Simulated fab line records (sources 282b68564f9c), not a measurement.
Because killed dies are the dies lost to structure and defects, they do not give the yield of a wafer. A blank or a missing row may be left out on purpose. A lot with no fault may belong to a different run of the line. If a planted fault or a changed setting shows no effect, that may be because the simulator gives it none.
fab line records :: flow rit-cmos
record
  lots=6
  wafers=18
  last-day=6
route steps=202 shown NRETRO@54 PRETRO@64 M1@202
lots with no fault: from the same line, run without faults
start-h: hours from the record's first day to the start of the lot's first wafer shown :: wait-h: how many hours have passed since the lot's step before this one :: " identical to the entry in the row above :: L1.1+2: a row that stands for several wafers :: - no value, or no start given :: * or withheld: withheld :: < > ~ a bound
route shown NAME@n: names a module that has steps shown in the file, with the first one's number in the route :: usual: the fault-free wafers' mean and standard deviation :: same: alike in all rows :: chamber/n: place in a boat :: sites: the reading at each site :: _std_site: standard deviation across them :: _edge_site: mean of outer sites minus mean of inner sites :: radius-mm: how far each site lies from the wafer's centre :: mask NAME#n: copy n :: behind: the last tool/chamber to shape the wafer :: hold: reason for holding the lot/hours on hold/outcome of the hold :: device: which transistor (n, p or np) failed to switch :: end of line: the route-end tests of the same wafers :: a step with no rows: only its recipe :: killed: dies lost to structure and defects at the first sort, not the wafer's yield :: map: shows each die of a wafer: x if killed, . if not, _ if none is there
set.NAME: the setting as run; set.NAME@STEP: as run at that earlier step :: model.NAME: the simulator's own value behind a step, which no gauge read
lots seen at some steps along the route; tables by step, rows by wafer
## steps
# step RIT_NRETRO_COAT_01
# recipe
  resist=NOVOLAK
  spin-rpm=2000
  resist-thk-nm=1300
# step RIT_NRETRO_SOFTBAKE_02
# recipe
  resist=NOVOLAK
  temp-c=90
  time-s=60
# step RIT_NRETRO_EXPOSE_03
# recipe
  mask-id=M4
  na=0.57
  target-cd-nm=43900
  dose-mj=250
# step RIT_NRETRO_PEB_04
# recipe
  resist=NOVOLAK
  temp-c=withheld
  time-s=withheld
# step RIT_NRETRO_DEVELOP_05
# recipe
  resist=NOVOLAK
  develop-time-s=68
  dev-temp-c=23
# step RIT_NRETRO_OVL_MEAS_06
# usual
  NRETRO_OVL=1.8/1.2
lot.wafer: L861.4
tool: overlay-02
chamber: -
start-h: 38.31
wait-h: -
NRETRO_OVL[nm]: 2.0

lot.wafer: L861.5
tool: overlay-02
chamber: -
start-h: 38.31
wait-h: -
NRETRO_OVL[nm]: 2.1

lot.wafer: L861.6
tool: overlay-02
chamber: -
start-h: 38.31
wait-h: -
NRETRO_OVL[nm]: 3.0

lot.wafer: L872.3
tool: overlay-02
chamber: -
start-h: 89.78
wait-h: -
NRETRO_OVL[nm]: 1.2

lot.wafer: L872.4
tool: overlay-02
chamber: -
start-h: 89.78
wait-h: -
NRETRO_OVL[nm]: -0.4

lot.wafer: L872.6
tool: overlay-02
chamber: -
start-h: 89.78
wait-h: -
NRETRO_OVL[nm]: 2.3

lot.wafer: L873.1
tool: overlay-02
chamber: -
start-h: 94.08
wait-h: -
NRETRO_OVL[nm]: 0.9

lot.wafer: L873.2
tool: overlay-02
chamber: -
start-h: 94.08
wait-h: -
NRETRO_OVL[nm]: 2.2

lot.wafer: L873.5
tool: overlay-02
chamber: -
start-h: 94.08
wait-h: -
NRETRO_OVL[nm]: 0.9

lot.wafer: L874.1
tool: overlay-01
chamber: -
start-h: 99.88
wait-h: -
NRETRO_OVL[nm]: 1.5

lot.wafer: L874.3
tool: overlay-01
chamber: -
start-h: 99.88
wait-h: -
NRETRO_OVL[nm]: 2.5

lot.wafer: L874.4
tool: overlay-01
chamber: -
start-h: 99.88
wait-h: -
NRETRO_OVL[nm]: 1.9

lot.wafer: L875.1
tool: overlay-01
chamber: -
start-h: 105.32
wait-h: -
NRETRO_OVL[nm]: 3.8

lot.wafer: L875.4
tool: overlay-01
chamber: -
start-h: 105.32
wait-h: -
NRETRO_OVL[nm]: 1.6

lot.wafer: L875.6
tool: overlay-01
chamber: -
start-h: 105.32
wait-h: -
NRETRO_OVL[nm]: 2.8

lot.wafer: L877.4
tool: overlay-01
chamber: -
start-h: 115.49
wait-h: -
NRETRO_OVL[nm]: 2.4

lot.wafer: L877.5
tool: overlay-01
chamber: -
start-h: 115.49
wait-h: -
NRETRO_OVL[nm]: 1.2

lot.wafer: L877.6
tool: overlay-01
chamber: -
start-h: 115.49
wait-h: -
NRETRO_OVL[nm]: 0.5
# step RIT_NRETRO_HARDBAKE_07
# recipe
  resist=NOVOLAK
  temp-c=140
  time-s=120
# step RIT_NRETRO_IMPLANT_08
# recipe
  species=P
  energy-kev=70
  dose-cm2=1e+13
  tilt-deg=7.241
# step RIT_NRETRO_STRIP_09
# recipe
  chemistry=O2
  time-s=180
  resist=NOVOLAK
  platen-temp-c=withheld
  power-w=500
  pressure-mtorr=4000
  o2-flow-sccm=4000
# usual
  drypump-motor-current-A=5.4/0.31
  o2-flow-sccm=3999/11
# same
  time-s=180
lot.wafer: L861.4
tool: plasma-asher-04
chamber: 0
start-h: 38.94
wait-h: 0.2
drypump-motor-current-A: 5.0
o2-flow-sccm: 4003
rf-hours-counter-h: -

lot.wafer: L861.5
tool: plasma-asher-04
chamber: 0
start-h: 38.94
wait-h: 0.2
drypump-motor-current-A: 5.0
o2-flow-sccm: 4012
rf-hours-counter-h: -

lot.wafer: L861.6
tool: plasma-asher-04
chamber: 1
start-h: 38.94
wait-h: 0.2
drypump-motor-current-A: 5.5
o2-flow-sccm: 3985
rf-hours-counter-h: -

lot.wafer: L872.3
tool: plasma-asher-01
chamber: 0
start-h: 90.27
wait-h: 0.1
drypump-motor-current-A: 5.8
o2-flow-sccm: 3999
rf-hours-counter-h: -

lot.wafer: L872.4
tool: plasma-asher-01
chamber: 1
start-h: 90.27
wait-h: 0.1
drypump-motor-current-A: 5.1
o2-flow-sccm: 4011
rf-hours-counter-h: -

lot.wafer: L872.6
tool: plasma-asher-01
chamber: 0
start-h: 90.27
wait-h: 0.1
drypump-motor-current-A: 5.7
o2-flow-sccm: 3993
rf-hours-counter-h: -

lot.wafer: L873.1
tool: plasma-asher-01
chamber: 0
start-h: 94.51
wait-h: 0.1
drypump-motor-current-A: 5.7
o2-flow-sccm: 4002
rf-hours-counter-h: 47

lot.wafer: L873.2
tool: plasma-asher-01
chamber: 1
start-h: 94.51
wait-h: 0.1
drypump-motor-current-A: 5.1
o2-flow-sccm: 4001
rf-hours-counter-h: 47

lot.wafer: L873.5
tool: plasma-asher-01
chamber: 1
start-h: 94.51
wait-h: 0.1
drypump-motor-current-A: 5.1
o2-flow-sccm: 3998
rf-hours-counter-h: -

lot.wafer: L874.1
tool: plasma-asher-01
chamber: 1
start-h: 100.31
wait-h: 0.1
drypump-motor-current-A: 5.1
o2-flow-sccm: 4002
rf-hours-counter-h: 48

lot.wafer: L874.3
tool: plasma-asher-01
chamber: 1
start-h: 100.31
wait-h: 0.1
drypump-motor-current-A: 5.1
o2-flow-sccm: 3985
rf-hours-counter-h: -

lot.wafer: L874.4
tool: plasma-asher-01
chamber: 0
start-h: 100.31
wait-h: 0.1
drypump-motor-current-A: 5.7
o2-flow-sccm: 4000
rf-hours-counter-h: -

lot.wafer: L875.1
tool: plasma-asher-01
chamber: 1
start-h: 105.76
wait-h: 0.1
drypump-motor-current-A: 5.1
o2-flow-sccm: 3999
rf-hours-counter-h: 48

lot.wafer: L875.4
tool: plasma-asher-01
chamber: 0
start-h: 105.76
wait-h: 0.1
drypump-motor-current-A: 5.8
o2-flow-sccm: 3988
rf-hours-counter-h: -

lot.wafer: L875.6
tool: plasma-asher-01
chamber: 1
start-h: 105.76
wait-h: 0.1
drypump-motor-current-A: 5.1
o2-flow-sccm: 4002
rf-hours-counter-h: -

lot.wafer: L877.4
tool: plasma-asher-04
chamber: 1
start-h: 115.97
wait-h: 0.1
drypump-motor-current-A: 5.4
o2-flow-sccm: 3999
rf-hours-counter-h: -

lot.wafer: L877.5
tool: plasma-asher-04
chamber: 0
start-h: 115.97
wait-h: 0.1
drypump-motor-current-A: 5.0
o2-flow-sccm: 3979
rf-hours-counter-h: -

lot.wafer: L877.6
tool: plasma-asher-04
chamber: 1
start-h: 115.97
wait-h: 0.1
drypump-motor-current-A: 5.4
o2-flow-sccm: 3992
rf-hours-counter-h: -
# step RIT_NRETRO_TW_MEAS_10
# usual
  NRETRO_TW=1052/7.2
lot.wafer: L861.4
tool: film-metro-03
chamber: -
start-h: 39.09
wait-h: 0.1
NRETRO_TW: 1047

lot.wafer: L861.5
tool: film-metro-03
chamber: -
start-h: 39.09
wait-h: 0.1
NRETRO_TW: 1052

lot.wafer: L861.6
tool: film-metro-03
chamber: -
start-h: 39.09
wait-h: 0.1
NRETRO_TW: 1052

lot.wafer: L872.3
tool: film-metro-04
chamber: -
start-h: 90.40
wait-h: 0.1
NRETRO_TW: 1050

lot.wafer: L872.4
tool: film-metro-04
chamber: -
start-h: 90.40
wait-h: 0.1
NRETRO_TW: 1048

lot.wafer: L872.6
tool: film-metro-04
chamber: -
start-h: 90.40
wait-h: 0.1
NRETRO_TW: 1050

lot.wafer: L873.1
tool: film-metro-03
chamber: -
start-h: 94.69
wait-h: 0.1
NRETRO_TW: 1038

lot.wafer: L873.2
tool: film-metro-03
chamber: -
start-h: 94.69
wait-h: 0.1
NRETRO_TW: 1045

lot.wafer: L873.5
tool: film-metro-03
chamber: -
start-h: 94.69
wait-h: 0.1
NRETRO_TW: 1041

lot.wafer: L874.1
tool: film-metro-04
chamber: -
start-h: 100.49
wait-h: 0.1
NRETRO_TW: 1051

lot.wafer: L874.3
tool: film-metro-04
chamber: -
start-h: 100.49
wait-h: 0.1
NRETRO_TW: 1047

lot.wafer: L874.4
tool: film-metro-04
chamber: -
start-h: 100.49
wait-h: 0.1
NRETRO_TW: 1054

lot.wafer: L875.1
tool: film-metro-04
chamber: -
start-h: 105.94
wait-h: 0.1
NRETRO_TW: 1049

lot.wafer: L875.4
tool: film-metro-04
chamber: -
start-h: 105.94
wait-h: 0.1
NRETRO_TW: 1051

lot.wafer: L875.6
tool: film-metro-04
chamber: -
start-h: 105.94
wait-h: 0.1
NRETRO_TW: 1052

lot.wafer: L877.4
tool: film-metro-04
chamber: -
start-h: 116.12
wait-h: 0.1
NRETRO_TW: 1055

lot.wafer: L877.5
tool: film-metro-04
chamber: -
start-h: 116.12
wait-h: 0.1
NRETRO_TW: 1053

lot.wafer: L877.6
tool: film-metro-04
chamber: -
start-h: 116.12
wait-h: 0.1
NRETRO_TW: 1051
# step RIT_PRETRO_HMDS_00
# recipe
  prime-time-s=60
  prime-temp-c=140
# step RIT_PRETRO_COAT_01
# recipe
  resist=NOVOLAK
  spin-rpm=2000
  resist-thk-nm=1300
# step RIT_PRETRO_SOFTBAKE_02
# recipe
  resist=NOVOLAK
  temp-c=90
  time-s=60
# usual
  chill-plate-temp-C=22.99/0.1
  heater-power-total-W=34.57/0.055
  plate-temp-C=90.00/0.13
# same
  time-s=60
lot.wafer: L861.4
tool: litho-track-03
chamber: 0
start-h: 39.57
wait-h: 0.1
chill-plate-temp-C: 23.00
heater-power-total-W: 34.60
plate-temp-C: 90.23

lot.wafer: L861.5
tool: litho-track-03
chamber: 0
start-h: 39.57
wait-h: 0.1
chill-plate-temp-C: 22.94
heater-power-total-W: 34.57
plate-temp-C: 90.02

lot.wafer: L861.6
tool: litho-track-03
chamber: 0
start-h: 39.57
wait-h: 0.1
chill-plate-temp-C: 22.93
heater-power-total-W: 34.57
plate-temp-C: 90.11

lot.wafer: L872.3
tool: litho-track-02
chamber: 0
start-h: 90.79
wait-h: 0.1
chill-plate-temp-C: 22.93
heater-power-total-W: 34.61
plate-temp-C: 89.79

lot.wafer: L872.4
tool: litho-track-02
chamber: 0
start-h: 90.79
wait-h: 0.1
chill-plate-temp-C: 22.89
heater-power-total-W: 34.50
plate-temp-C: 89.92

lot.wafer: L872.6
tool: litho-track-02
chamber: 0
start-h: 90.79
wait-h: 0.1
chill-plate-temp-C: 22.99
heater-power-total-W: 34.63
plate-temp-C: 89.90

lot.wafer: L873.1
tool: litho-track-03
chamber: 0
start-h: 95.05
wait-h: 0.1
chill-plate-temp-C: 23.01
heater-power-total-W: 34.14
plate-temp-C: 89.29

lot.wafer: L873.2
tool: litho-track-03
chamber: 0
start-h: 95.05
wait-h: 0.1
chill-plate-temp-C: 22.88
heater-power-total-W: 34.16
plate-temp-C: 89.16

lot.wafer: L873.5
tool: litho-track-03
chamber: 0
start-h: 95.05
wait-h: 0.1
chill-plate-temp-C: 22.88
heater-power-total-W: 34.20
plate-temp-C: 89.19

lot.wafer: L874.1
tool: litho-track-03
chamber: 0
start-h: 100.90
wait-h: 0.1
chill-plate-temp-C: 22.91
heater-power-total-W: 34.23
plate-temp-C: 89.37

lot.wafer: L874.3
tool: litho-track-03
chamber: 0
start-h: 100.90
wait-h: 0.1
chill-plate-temp-C: 23.08
heater-power-total-W: 34.31
plate-temp-C: 89.23

lot.wafer: L874.4
tool: litho-track-03
chamber: 0
start-h: 100.90
wait-h: 0.1
chill-plate-temp-C: 23.16
heater-power-total-W: 34.24
plate-temp-C: 89.44

lot.wafer: L875.1
tool: litho-track-01
chamber: 0
start-h: 106.30
wait-h: 0.1
chill-plate-temp-C: 23.00
heater-power-total-W: 34.55
plate-temp-C: 89.97

lot.wafer: L875.4
tool: litho-track-01
chamber: 0
start-h: 106.30
wait-h: 0.1
chill-plate-temp-C: 22.90
heater-power-total-W: 34.54
plate-temp-C: 90.05

lot.wafer: L875.6
tool: litho-track-01
chamber: 0
start-h: 106.30
wait-h: 0.1
chill-plate-temp-C: 22.95
heater-power-total-W: 34.59
plate-temp-C: 90.01

lot.wafer: L877.4
tool: litho-track-02
chamber: 0
start-h: 116.52
wait-h: 0.1
chill-plate-temp-C: 22.98
heater-power-total-W: 34.53
plate-temp-C: 89.94

lot.wafer: L877.5
tool: litho-track-02
chamber: 0
start-h: 116.52
wait-h: 0.1
chill-plate-temp-C: 23.02
heater-power-total-W: 34.60
plate-temp-C: 90.03

lot.wafer: L877.6
tool: litho-track-02
chamber: 0
start-h: 116.52
wait-h: 0.1
chill-plate-temp-C: 22.97
heater-power-total-W: 34.57
plate-temp-C: 90.08
# step RIT_PRETRO_EXPOSE_03
# recipe
  mask-id=M5
  na=0.57
  target-cd-nm=43700
  dose-mj=250
# step RIT_M1_PROBE_99
# usual
  killed-at-contacts=0.1/0.25
  killed-at-front-end=7/3.2
  killed-dies=7/3.2
  killed-open=3.5/2.1
  killed-short=3.5/2.1
# same
  gross-dies=264
  killed_at_M0_to_M3=0
  killed_at_M4_up=0
  killed-at-back-side=0
  killed-at-other=0
lot.wafer: L861.4
tool: prober-01
chamber: -
start-h: 67.84
wait-h: 0.2
killed-at-contacts: 0
killed-at-front-end: 7
killed-dies: 7
killed-open: 3
killed-short: 4

lot.wafer: L861.5
tool: prober-01
chamber: -
start-h: 67.89
wait-h: 0.2
killed-at-contacts: 0
killed-at-front-end: 5
killed-dies: 5
killed-open: 3
killed-short: 2

lot.wafer: L861.6
tool: prober-01
chamber: -
start-h: 67.94
wait-h: 0.2
killed-at-contacts: 0
killed-at-front-end: 7
killed-dies: 7
killed-open: 4
killed-short: 3

lot.wafer: L873.1
tool: prober-02
chamber: -
start-h: 123.45
wait-h: 0.1
killed-at-contacts: 0
killed-at-front-end: 10
killed-dies: 10
killed-open: 2
killed-short: 8

lot.wafer: L873.2
tool: prober-02
chamber: -
start-h: 123.50
wait-h: 0.1
killed-at-contacts: 1
killed-at-front-end: 13
killed-dies: 14
killed-open: 8
killed-short: 6

lot.wafer: L873.5
tool: prober-02
chamber: -
start-h: 123.65
wait-h: 0.2
killed-at-contacts: 0
killed-at-front-end: 10
killed-dies: 10
killed-open: 6
killed-short: 4

lot.wafer: L874.1
tool: prober-01
chamber: -
start-h: 128.93
wait-h: 0.1
killed-at-contacts: 0
killed-at-front-end: 2
killed-dies: 2
killed-open: 1
killed-short: 1

lot.wafer: L874.3
tool: prober-01
chamber: -
start-h: 129.03
wait-h: 0.2
killed-at-contacts: 0
killed-at-front-end: 6
killed-dies: 6
killed-open: 1
killed-short: 5

lot.wafer: L874.4
tool: prober-01
chamber: -
start-h: 129.08
wait-h: 0.2
killed-at-contacts: 0
killed-at-front-end: 10
killed-dies: 10
killed-open: 7
killed-short: 3

lot.wafer: L875.1
tool: prober-02
chamber: -
start-h: 133.56
wait-h: 0.1
killed-at-contacts: 0
killed-at-front-end: 7
killed-dies: 7
killed-open: 3
killed-short: 4

lot.wafer: L875.4
tool: prober-02
chamber: -
start-h: 133.71
wait-h: 0.2
killed-at-contacts: 0
killed-at-front-end: 4
killed-dies: 4
killed-open: 2
killed-short: 2

lot.wafer: L875.6
tool: prober-02
chamber: -
start-h: 133.81
wait-h: 0.2
killed-at-contacts: 1
killed-at-front-end: 9
killed-dies: 10
killed-open: 3
killed-short: 7

lot.wafer: L877.4
tool: prober-02
chamber: -
start-h: 143.01
wait-h: 0.2
killed-at-contacts: 0
killed-at-front-end: 9
killed-dies: 9
killed-open: 4
killed-short: 5

lot.wafer: L877.5
tool: prober-02
chamber: -
start-h: 143.06
wait-h: 0.2
killed-at-contacts: 1
killed-at-front-end: 8
killed-dies: 9
killed-open: 6
killed-short: 3

lot.wafer: L877.6
tool: prober-02
chamber: -
start-h: 143.11
wait-h: 0.2
killed-at-contacts: 0
killed-at-front-end: 5
killed-dies: 5
killed-open: 3
killed-short: 2
# killed by level:class
L861.4 FOX1:geometric-particle:open=2 GATE:geometric-particle:short=2 FOX1:geometric-particle:short=1 GATE:geometric-particle:open=1 REOX:geometric-particle:short=1
L861.5 FOX2:geometric-particle:open=1 GATE:geometric-particle:short=1 GATE:geometric-particle:open=1 REOX:geometric-particle:open=1 SILICIDE:geometric-particle:short=1
L861.6 FOX1:geometric-particle:short=2 FOX1:geometric-particle:open=1 GATE:geometric-particle:short=1 GATE:geometric-particle:open=1 REOX:geometric-particle:open=1 SILICIDE:geometric-particle:open=1
L873.1 GATE:geometric-particle:short=3 SILICIDE:geometric-particle:short=2 FOX2:geometric-particle:short=1 GATE:geometric-particle:open=1 REOX:geometric-particle:short=1 SPACER:geometric-particle:short=1 SILICIDE:geometric-particle:open=1
L873.2 GATE:geometric-particle:open=3 GATE:geometric-particle:short=2 REOX:geometric-particle:open=2 SILICIDE:geometric-particle:open=2 REOX:geometric-particle:short=1 SPACER:geometric-particle:open=1 SPACER:geometric-particle:short=1 SILICIDE:geometric-particle:short=1
L873.5 REOX:geometric-particle:open=4 REOX:geometric-particle:short=3 GATE:geometric-particle:open=2 GATE:geometric-particle:short=1
L874.1 GATE:geometric-particle:open=1 SPACER:geometric-particle:short=1
L874.3 FOX1:geometric-particle:short=3 GATE:geometric-particle:open=1 REOX:geometric-particle:short=1 SPACER:geometric-particle:short=1
L874.4 FOX1:geometric-particle:open=2 GATE:geometric-particle:short=2 GATE:geometric-particle:open=2 SPACER:geometric-particle:open=2 SILICIDE:geometric-particle:short=1 SILICIDE:geometric-particle:open=1
L875.1 FOX1:geometric-particle:short=3 SPACER:geometric-particle:open=2 FOX2:geometric-particle:open=1 SPACER:geometric-particle:short=1
L875.4 FOX2:geometric-particle:short=1 GATE:geometric-particle:open=1 SILICIDE:geometric-particle:short=1 SILICIDE:geometric-particle:open=1
L875.6 FOX2:geometric-particle:short=2 GATE:geometric-particle:open=2 FOX1:geometric-particle:open=1 FOX1:geometric-particle:short=1 GATE:geometric-particle:short=1 SPACER:geometric-particle:short=1 SILICIDE:geometric-particle:short=1 CONTACT:geometric-particle:short=1
L877.4 GATE:geometric-particle:open=4 FOX1:geometric-particle:short=2 REOX:geometric-particle:short=2 SILICIDE:geometric-particle:short=1
L877.5 FOX1:geometric-particle:open=3 CONTACT:geometric-particle:open=1 FOX1:geometric-particle:short=1 GATE:geometric-particle:open=1 GATE:geometric-particle:short=1 REOX:geometric-particle:open=1 REOX:geometric-particle:short=1
L877.6 FOX1:geometric-particle:open=1 FOX2:geometric-particle:short=1 GATE:geometric-particle:open=1 REOX:geometric-particle:short=1 SPACER:geometric-particle:open=1
## key
first-sign
  step=RIT_PRETRO_SOFTBAKE_02
  reading=heater-power-total-W
  direction=down
  sigmas=6.5
  usual=34.57
  struck=34.21
effect
  step=RIT_PRETRO_SOFTBAKE_02
  reading=plate-temp-C
  direction=down
  sigmas=5.6
  usual=*
  struck=*
met-at RIT_PRETRO_SOFTBAKE_02
struck-wafers L873.1,L873.2,L873.5,L874.1,L874.3,L874.4
tester-left-out L873,L874
onset-between 39.57 95.05
fault
  kind=process-parameter-drift
  tool=litho-track-03
  chamber=-
  onset-h=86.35
  steps=RIT_PRETRO_SOFTBAKE_02
  channel=temp-c
  offset=*
  shape=step
  end-h=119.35
  acts-in=*
  stated=*
# tester-left-out: of these lots the tester's yield and bins aren't shown, on N5 and GAA mostly nor the transistor test; their killed dies are dies lost to structure and defects alone, not to doping, threshold or leakage, so they don't give the yield
